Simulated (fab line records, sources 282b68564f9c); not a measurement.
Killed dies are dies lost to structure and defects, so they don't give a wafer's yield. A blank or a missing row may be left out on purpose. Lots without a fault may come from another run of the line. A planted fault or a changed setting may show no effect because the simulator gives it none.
fab line records | flow rit_cmos
record lots=7 wafers=21 last_day=8
route steps=202 shown NRETRO@60 PRETRO@64 GATE@75 M1@202
lots that met no fault: from a run of the same line without faults
start_h: hours from the record's first day to the start of the lot's first wafer shown | wait_h: hours since the lot's step before | " the same as in the row above | L1.1+2: a row that stands for several wafers | - no value, or no start given | * or withheld: withheld | < > ~ a bound
route shown NAME@n: a module of which the file shows steps, and the number in the route of the first | usual: mean/standard deviation of fault-free wafers | same: alike in all rows | chamber/n: place in a boat | sites: the reading at each site | _std_site: their standard deviation | _edge_site: outer sites' mean less inner sites' | radius_mm: how far each site lies from the wafer's centre | mask NAME#n: copy n | behind: the tool/chamber that last shaped the wafer | hold: why the lot was held/for how many hours/how that ended | device: the transistor (n, p or np) that didn't switch | end of line: the same wafers' tests at the end of the route | a step without rows: its recipe alone | killed: dies lost to structure and defects at the first sort, not the wafer's yield | map: a wafer's dies, x killed, . not, _ none there
set.NAME: the setting as run; set.NAME@STEP: as run at that earlier step | model.NAME: the simulator's own value behind a step, which no gauge read
lots at some steps of the route; a table a step, a row a wafer
services: from which hour (start_h, from the record's first day; less than 0 if before it) a tool's chamber was out of use, for how many hours, and why
## steps
# step RIT_NRETRO_HARDBAKE_07
# recipe resist=NOVOLAK temp_c=140 time_s=120
# step RIT_NRETRO_IMPLANT_08
# recipe species=P energy_kev=70 dose_cm2=1.02e+13 tilt_deg=7
# step RIT_NRETRO_STRIP_09
# recipe chemistry=O2 time_s=180 resist=NOVOLAK platen_temp_c=withheld power_w=500 pressure_mtorr=4000 o2_flow_sccm=4000
# usual drypump_motor_current_A=6.0/0.61 o2_flow_sccm=3999/11
# same time_s=180
# columns lot.wafer tool chamber start_h wait_h drypump_motor_current_A o2_flow_sccm rf_hours_counter_h
L720.1 plasma_asher-02 1 54.88 0.1 6.8 3994 41
L720.3 " 0 " " 6.5 4009 -
L720.4 " 1 " " 6.8 3992 -
L725.1 plasma_asher-03 0 80.25 0.1 5.9 3997 42
L725.2 " 1 " " 5.5 4010 42
L725.4 " 1 " " 5.4 4036 -
L726.2 plasma_asher-04 0 89.19 0.1 6.6 4002 43
L726.5 " 0 " " 6.6 4011 -
L726.6 " 1 " " 5.0 4001 -
L728.2 plasma_asher-04 1 100.45 0.1 5.0 3989 44
L728.4 " 0 " " 6.6 3989 -
L728.6 " 0 " " 6.6 3984 -
L729.2 plasma_asher-03 0 108.16 0.1 5.9 3979 45
L729.4 " 1 " " 5.5 4005 -
L729.5 " 0 " " 5.9 3981 -
L735.1 plasma_asher-03 1 141.55 0.1 5.5 3990 3
L735.3 " 1 " " 5.5 3981 -
L735.6 " 1 " " 5.5 4000 -
L738.4 plasma_asher-02 0 146.99 0.1 6.5 3987 -
L738.5 " 1 " " 6.7 3988 -
L738.6 " 0 " " 6.6 4021 -
# step RIT_NRETRO_TW_MEAS_10
# usual NRETRO_TW=1065/5.6
# columns lot.wafer tool chamber start_h wait_h NRETRO_TW
L720.1 film_metro-02 - 55.05 0.1 1067
L720.3 " - " " 1064
L720.4 " - " " 1066
L725.1 film_metro-04 - 80.42 0.1 1075
L725.2 " - " " 1078
L725.4 " - " " 1077
L726.2 film_metro-02 - 89.38 0.1 1062
L726.5 " - " " 1060
L726.6 " - " " 1063
L728.2 film_metro-02 - 100.63 0.1 1056
L728.4 " - " " 1058
L728.6 " - " " 1060
L729.2 film_metro-02 - 108.35 0.1 1052
L729.4 " - " " 1058
L729.5 " - " " 1061
L735.1 film_metro-02 - 141.73 0.1 1073
L735.3 " - " " 1064
L735.6 " - " " 1064
L738.4 film_metro-01 - 147.14 0.1 1066
L738.5 " - " " 1074
L738.6 " - " " 1068
# step RIT_PRETRO_HMDS_00
# recipe prime_time_s=60 prime_temp_c=140
# step RIT_PRETRO_COAT_01
# recipe resist=NOVOLAK spin_rpm=2000 resist_thk_nm=1300
# step RIT_PRETRO_SOFTBAKE_02
# recipe resist=NOVOLAK temp_c=90 time_s=60.96
# usual plate_sensor_t_centre_C=90.969/0.0097 plate_sensor_t_edge_C=91.021/0.01 resist_line_temp_C=22.97/0.11
# same time_s=60.96
# columns lot.wafer tool chamber start_h wait_h plate_sensor_t_centre_C plate_sensor_t_edge_C resist_line_temp_C
L720.1 litho_track-02 0 55.41 0.1 90.968 91.010 23.01
L720.3 " 0 " " 90.980 91.014 22.77
L720.4 " 0 " " 90.983 91.027 22.84
L725.1 litho_track-04 0 80.78 0.1 90.973 91.024 23.02
L725.2 " 0 " " 90.954 91.019 22.99
L725.4 " 0 " " 90.962 91.028 23.07
L726.2 litho_track-04 0 89.75 0.1 90.973 91.021 22.93
L726.5 " 0 " " 90.962 91.022 22.97
L726.6 " 0 " " 90.968 91.026 23.22
L728.2 litho_track-02 0 101.01 0.1 90.980 91.006 23.07
L728.4 " 0 " " 90.965 91.011 23.05
L728.6 " 0 " " 90.961 91.039 23.04
L729.2 litho_track-02 0 108.72 0.1 90.971 91.023 23.10
L729.4 " 0 " " 90.965 91.008 23.02
L729.5 " 0 " " 90.981 91.012 23.05
L735.1 litho_track-01 0 142.24 0.1 90.987 91.031 23.07
L735.3 " 0 " " 90.962 91.008 23.02
L735.6 " 0 " " 90.969 91.031 22.96
L738.4 litho_track-02 0 147.79 0.1 90.967 90.999 23.02
L738.5 " 0 " " 90.973 91.025 23.09
L738.6 " 0 " " 90.970 91.020 23.02
# step RIT_PRETRO_EXPOSE_03
# recipe mask_id=M5 na=0.57 target_cd_nm=43700 dose_mj=250
# step RIT_PRETRO_PEB_04
# recipe resist=NOVOLAK temp_c=withheld time_s=withheld
# step RIT_PRETRO_DEVELOP_05
# recipe resist=NOVOLAK develop_time_s=68 dev_temp_c=23
# step RIT_PRETRO_OVL_MEAS_06
# usual PRETRO_OVL=-0.6/1.6
# columns lot.wafer tool chamber start_h wait_h PRETRO_OVL[nm]
L720.1 overlay-01 - 56.12 - 0.3
L720.3 " - " " 0.4
L720.4 " - " " 0.2
L725.1 overlay-02 - 81.36 - -0.3
L725.2 " - " " -1.3
L725.4 " - " " -0.3
L726.2 overlay-01 - 90.49 - 1.0
L726.5 " - " " 0.9
L726.6 " - " " -0.2
L728.2 overlay-02 - 101.69 - -1.0
L728.4 " - " " 0.3
L728.6 " - " " 0.2
L729.2 overlay-02 - 109.41 - 1.6
L729.4 " - " " -0.3
L729.5 " - " " 0.3
L735.1 overlay-02 - 142.82 - -1.1
L735.3 " - " " 0.5
L735.6 " - " " -1.4
L738.4 overlay-02 - 148.31 - 2.5
L738.5 " - " " 1.0
L738.6 " - " " 1.0
# step RIT_PRETRO_HARDBAKE_07
# recipe resist=NOVOLAK temp_c=140 time_s=120
# step RIT_PRETRO_IMPLANT_08
# recipe species=B energy_kev=45 dose_cm2=1.2e+13 tilt_deg=7
# usual beam_energy_keV=44.999/0.014 end_station_pressure_torr=5e-06/2.7e-07
# columns lot.wafer tool chamber start_h wait_h beam_energy_keV end_station_pressure_torr model.implant.rp_nm model.implant.drp_nm
L720.1 implanter-01 0 56.41 0.2 44.989 5e-06 144 55.07
L720.3 " 0 " " 45.006 4.8e-06 144 55.07
L720.4 " 0 " " 44.991 5.15e-06 144 55.07
L725.1 implanter-04 0 81.87 0.2 45.001 4.35e-06 147.7 55.07
L725.2 " 0 " " 45.027 5.28e-06 147.7 55.07
L725.4 " 0 " " 44.997 4.81e-06 147.7 55.07
L726.2 implanter-04 0 90.79 0.2 54.912 4.72e-06 174.3 61.68
L726.5 " 0 " " 54.898 4.89e-06 174.3 61.68
L726.6 " 0 " " 54.918 4.48e-06 174.3 61.68
L728.2 implanter-04 0 102.00 0.2 54.918 4.71e-06 176.8 61.68
L728.4 " 0 " " 54.928 4.95e-06 176.8 61.68
L728.6 " 0 " " 54.907 5.29e-06 176.8 61.68
L729.2 implanter-04 0 109.71 0.2 54.889 5.1e-06 170.6 61.68
L729.4 " 0 " " 54.871 4.92e-06 170.6 61.68
L729.5 " 0 " " 54.871 4.97e-06 170.6 61.68
L735.1 implanter-02 0 143.10 0.2 45.008 4.95e-06 143.1 55.07
L735.3 " 0 " " 45.007 5.16e-06 143.1 55.07
L735.6 " 0 " " 45.003 5.45e-06 143.1 55.07
L738.4 implanter-01 0 148.81 0.2 44.981 4.71e-06 148.9 55.07
L738.5 " 0 " " 44.988 4.83e-06 148.9 55.07
L738.6 " 0 " " 44.990 4.83e-06 148.9 55.07
# step RIT_PRETRO_STRIP_09
# recipe chemistry=O2 time_s=180 resist=NOVOLAK platen_temp_c=withheld power_w=500 pressure_mtorr=4000 o2_flow_sccm=4000
# usual drypump_motor_current_A=6.2/0.52 o2_flow_sccm=3999/11
# same time_s=180
# columns lot.wafer tool chamber start_h wait_h drypump_motor_current_A o2_flow_sccm rf_hours_counter_h
L720.1 plasma_asher-03 1 56.56 0.1 5.4 3995 40
L720.3 " 1 " " 5.4 3999 -
L720.4 " 0 " " 5.9 4014 -
L725.1 plasma_asher-01 0 82.02 0.1 6.8 4014 29
L725.2 " 1 " " 5.8 3978 29
L725.4 " 0 " " 6.8 4000 -
L726.2 plasma_asher-02 1 90.92 0.1 6.7 3985 44
L726.5 " 0 " " 6.5 4013 -
L726.6 " 1 " " 6.8 3994 -
L728.2 plasma_asher-03 0 102.12 0.1 5.9 4016 44
L728.4 " 0 " " 5.9 4012 -
L728.6 " 0 " " 5.9 4018 -
L729.2 plasma_asher-01 0 109.84 0.1 6.8 3996 31
L729.4 " 1 " " 5.7 3999 -
L729.5 " 0 " " 6.8 3990 -
L735.1 plasma_asher-02 0 143.25 0.1 6.5 4010 49
L735.3 " 1 " " 6.8 4018 -
L735.6 " 1 " " 6.8 4004 -
L738.4 plasma_asher-03 0 148.95 0.1 5.9 4001 -
L738.5 " 1 " " 5.5 4005 -
L738.6 " 0 " " 5.9 3999 -
# step RIT_PRETRO_TW_MEAS_10
# usual PRETRO_TW=478.8/2.6
# columns lot.wafer tool chamber start_h wait_h PRETRO_TW
L720.1 film_metro-03 - 56.74 0.1 482.1
L720.3 " - " " 481.1
L720.4 " - " " 482.8
L725.1 film_metro-02 - 82.20 0.1 480.1
L725.2 " - " " 479.1
L725.4 " - " " 478.9
L726.2 film_metro-03 - 91.10 0.1 495.8
L726.5 " - " " 493.3
L726.6 " - " " 494.1
L728.2 film_metro-03 - 102.31 0.1 493.7
L728.4 " - " " 491.7
L728.6 " - " " 494.7
L729.2 film_metro-04 - 110.02 0.1 497.2
L729.4 " - " " 494.5
L729.5 " - " " 495.5
L735.1 film_metro-02 - 143.43 0.1 477.4
L735.3 " - " " 477.7
L735.6 " - " " 477.4
L738.4 film_metro-04 - 149.09 0.1 480.2
L738.5 " - " " 480.8
L738.6 " - " " 479.9
# step RIT_GATE_WET_ETCH_00
# recipe chemistry=BOE target=SiO2 target_depth_nm=56 time_s=60 dry=n2_spin dilution=10:1 temp_c=21.5
# step RIT_M1_PROBE_99
# usual killed_at_contacts=0.1/0.28 killed_at_front_end=7.1/2.8 killed_dies=7.1/2.9 killed_on_rim=1.9/1.5 killed_open=3.4/2 killed_short=3.6/2.1
# same gross_dies=264 killed_at_M0_to_M3=0 killed_at_M4_up=0 killed_at_back_side=0 killed_at_other=0
# columns lot.wafer tool chamber start_h wait_h killed_at_contacts killed_at_front_end killed_dies killed_on_rim killed_open killed_short model.etest.nmos_0p3.r_on_ohm_um model.etest.nmos_turned.drive_ua_um model.etest.nmos_0p15.drive_ua_um model.etest.nmos_0p3.drive_ua_um model.etest.nmos_narrow.drive_ua_um model.etest.nmos_0p15.off_log10_a_um model.etest.retro_edge_nmos.off_log10_a_um model.etest.ring.quiet_log10_a
L720.1 prober-02 - 87.59 0.1 0 13 13 6 5 8 2091 333.1 494.3 239.7 238.2 -10.04 -9.894 -7.589
L720.3 prober-02 - 87.69 0.2 0 9 9 4 6 3 2133 332.4 488.4 239.7 235.2 -9.852 -9.822 -7.527
L720.4 prober-02 - 87.74 0.2 0 4 4 1 0 4 2115 332.4 490.3 239.6 239.9 -9.726 -9.591 -7.485
L725.1 prober-01 - 118.87 0.1 0 9 9 4 4 5 2027 355.7 496.9 246.8 251.8 -9.871 -9.772 -7.621
L725.2 prober-01 - 118.92 0.1 0 8 8 4 6 2 1989 358 509.2 252.8 260.5 -9.56 -9.414 -7.397
L725.4 prober-01 - 119.02 0.2 0 6 6 3 3 3 1969 364.3 520.8 259.7 266.1 -9.591 -9.41 -7.367
L726.2 prober-02 - 129.51 0.1 0 6 6 2 0 6 1988 364.4 524.5 264.6 261.8 -9.196 -9.031 -7.1
L726.5 prober-02 - 129.66 0.2 0 10 10 3 5 5 1981 373.6 536 265.3 263.9 -8.877 -8.877 -6.822
L726.6 prober-02 - 129.71 0.2 0 3 3 0 0 3 1939 373.6 539.7 267.4 265 -8.605 -8.409 -6.584
L728.2 prober-02 - 141.69 0.1 0 5 5 0 4 1 1937 400.8 530.4 269.4 274.6 -8.953 -8.832 -6.904
L728.4 prober-02 - 141.79 0.2 2 9 11 1 4 7 1918 397.9 543.4 273.1 272.8 -8.82 -8.656 -6.787
L728.6 prober-02 - 141.89 0.2 0 4 4 2 1 3 1943 397.8 529.1 272.2 273.8 -9.227 -9.119 -7.127
L729.2 prober-01 - 151.20 0.1 0 5 5 2 3 2 1993 369.2 508.9 263.9 264.1 -9.641 -9.559 -7.583
L729.4 prober-01 - 151.30 0.2 0 11 11 4 5 6 1958 374.5 519.1 271.8 272.9 -9.502 -9.381 -7.414
L729.5 prober-01 - 151.35 0.2 1 12 13 4 8 5 1964 368.8 513.6 264.3 262.4 -9.512 -9.438 -7.4
L735.1 prober-02 - 177.45 0.1 0 4 4 2 3 1 2084 332.4 502.5 249.9 251 -9.773 -9.719 -7.43
L735.3 prober-02 - 177.55 0.2 0 15 15 7 7 8 2113 323.1 481.6 240.8 243.5 -10.14 -10.08 -7.856
L735.6 prober-02 - 177.70 0.2 0 5 5 1 4 1 2106 316.6 484.4 247.3 251.4 -10.16 -10.02 -7.662
L738.4 prober-02 - 180.60 0.2 0 6 6 3 2 4 2039 348.8 505.1 248.6 252.1 -9.829 -9.797 -7.514
L738.5 prober-02 - 180.65 0.2 0 8 8 0 3 5 2091 344.1 506.6 250 255.9 -9.468 -9.293 -7.324
L738.6 prober-02 - 180.70 0.2 0 6 6 2 5 1 2021 349.5 517.2 249.6 254.1 -9.574 -9.649 -7.237
# killed by level:class
L720.1 GATE:geometric_particle:open=4 SPACER:geometric_particle:short=3 FOX1:geometric_particle:short=2 FOX2:geometric_particle:short=2 GATE:geometric_particle:short=1 SPACER:geometric_particle:open=1
L720.3 GATE:geometric_particle:open=4 SPACER:geometric_particle:open=2 FOX1:geometric_particle:short=1 GATE:geometric_particle:short=1 SILICIDE:geometric_particle:short=1
L720.4 SPACER:geometric_particle:short=3 GATE:geometric_particle:short=1
L725.1 GATE:geometric_particle:open=4 SILICIDE:geometric_particle:short=2 FOX1:geometric_particle:short=1 GATE:geometric_particle:short=1 REOX:geometric_particle:short=1
L725.2 GATE:geometric_particle:open=3 SPACER:geometric_particle:open=2 FOX2:geometric_particle:open=1 GATE:geometric_particle:short=1 SILICIDE:geometric_particle:short=1
L725.4 FOX1:geometric_particle:short=1 GATE:geometric_particle:open=1 REOX:geometric_particle:open=1 SPACER:geometric_particle:open=1 SPACER:geometric_particle:short=1 SILICIDE:geometric_particle:short=1
L726.2 GATE:geometric_particle:short=3 FOX2:geometric_particle:short=1 REOX:geometric_particle:short=1 SILICIDE:geometric_particle:short=1
L726.5 FOX1:geometric_particle:short=3 REOX:geometric_particle:open=2 FOX1:geometric_particle:open=1 GATE:geometric_particle:open=1 SPACER:geometric_particle:open=1 SPACER:geometric_particle:short=1 SILICIDE:geometric_particle:short=1
L726.6 GATE:geometric_particle:short=2 SPACER:geometric_particle:short=1
L728.2 FOX1:geometric_particle:open=4 GATE:geometric_particle:short=1
L728.4 FOX1:geometric_particle:short=3 SPACER:geometric_particle:open=2 FOX1:geometric_particle:open=1 GATE:geometric_particle:short=1 REOX:geometric_particle:short=1 SPACER:geometric_particle:short=1 CONTACT:geometric_particle:open=1 CONTACT:geometric_particle:short=1
L728.6 FOX1:geometric_particle:short=3 REOX:geometric_particle:open=1
L729.2 FOX1:geometric_particle:open=2 GATE:geometric_particle:open=1 GATE:geometric_particle:short=1 SILICIDE:geometric_particle:short=1
L729.4 GATE:geometric_particle:short=4 GATE:geometric_particle:open=3 SPACER:geometric_particle:open=2 REOX:geometric_particle:short=1 SPACER:geometric_particle:short=1
L729.5 GATE:geometric_particle:short=3 GATE:geometric_particle:open=3 FOX1:geometric_particle:open=2 REOX:geometric_particle:short=1 REOX:geometric_particle:open=1 SPACER:geometric_particle:short=1 SPACER:geometric_particle:open=1 CONTACT:geometric_particle:open=1
L735.1 GATE:geometric_particle:open=3 GATE:geometric_particle:short=1
L735.3 GATE:geometric_particle:short=5 GATE:geometric_particle:open=3 SILICIDE:geometric_particle:open=3 SPACER:geometric_particle:short=2 FOX2:geometric_particle:short=1 SPACER:geometric_particle:open=1
L735.6 GATE:geometric_particle:open=4 FOX2:geometric_particle:short=1
L738.4 GATE:geometric_particle:short=2 GATE:geometric_particle:open=2 SPACER:geometric_particle:short=2
L738.5 GATE:geometric_particle:short=3 FOX2:geometric_particle:short=1 GATE:geometric_particle:open=1 REOX:geometric_particle:short=1 REOX:geometric_particle:open=1 SILICIDE:geometric_particle:open=1
L738.6 GATE:geometric_particle:open=5 FOX1:geometric_particle:short=1
## services
# columns tool chamber start_h hours kind
implanter-01 - 42.78 3.2 repair
implanter-01 - 43.37 1.2 repair
implanter-01 - 48.48 2.5 pm
implanter-04 - 51.77 1.9 repair
plasma_asher-03 - 67.92 1.6 repair
implanter-02 - 99.41 7.6 pm
implanter-01 - 101.28 2.1 repair
plasma_asher-03 - 108.75 9.0 pm
plasma_asher-03 0 108.75 9.0 vent_cycle
plasma_asher-03 1 108.75 9.0 vent_cycle
implanter-02 - 111.60 8.0 repair
plasma_asher-03 0 117.75 - clean
plasma_asher-03 1 117.75 - clean
plasma_asher-04 - 125.04 1.7 repair
plasma_asher-02 - 126.86 2.8 pm
implanter-04 - 127.20 0.7 repair
implanter-02 - 131.51 1.8 repair
plasma_asher-01 - 132.82 4.3 pm
## key
first_sign step=RIT_PRETRO_IMPLANT_08 reading=beam_energy_keV direction=up sigmas=99+ usual=44.999 struck=54.901
effect step=RIT_PRETRO_TW_MEAS_10 reading=PRETRO_TW direction=up sigmas=6 usual=478.8 struck=494.5
model_effect step=RIT_PRETRO_IMPLANT_08 value=implant.rp_nm without=144.4 struck=173.9
model_effect step=RIT_M1_PROBE_99 value=etest.nmos_0p3.r_on_ohm_um without=2057 struck=1958
met_at RIT_PRETRO_IMPLANT_08
struck_wafers L726.2,L726.5,L726.6,L728.2,L728.4,L728.6,L729.2,L729.4,L729.5
tester_left_out L726,L728,L729
onset_between 81.87 90.79
fault kind=process_parameter_drift tool=implanter-04 chamber=- onset_h=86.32 steps=RIT_PRETRO_IMPLANT_08 channel=energy_kev offset=9.9 shape=step end_h=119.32 acts_in=these_recipes_only stated=45
# tester_left_out: of these lots the tester's yield and bins aren't shown, on N5 and GAA mostly nor the transistor test; their killed dies are dies lost to structure and defects alone, not to doping, threshold or leakage, so they don't give the yield
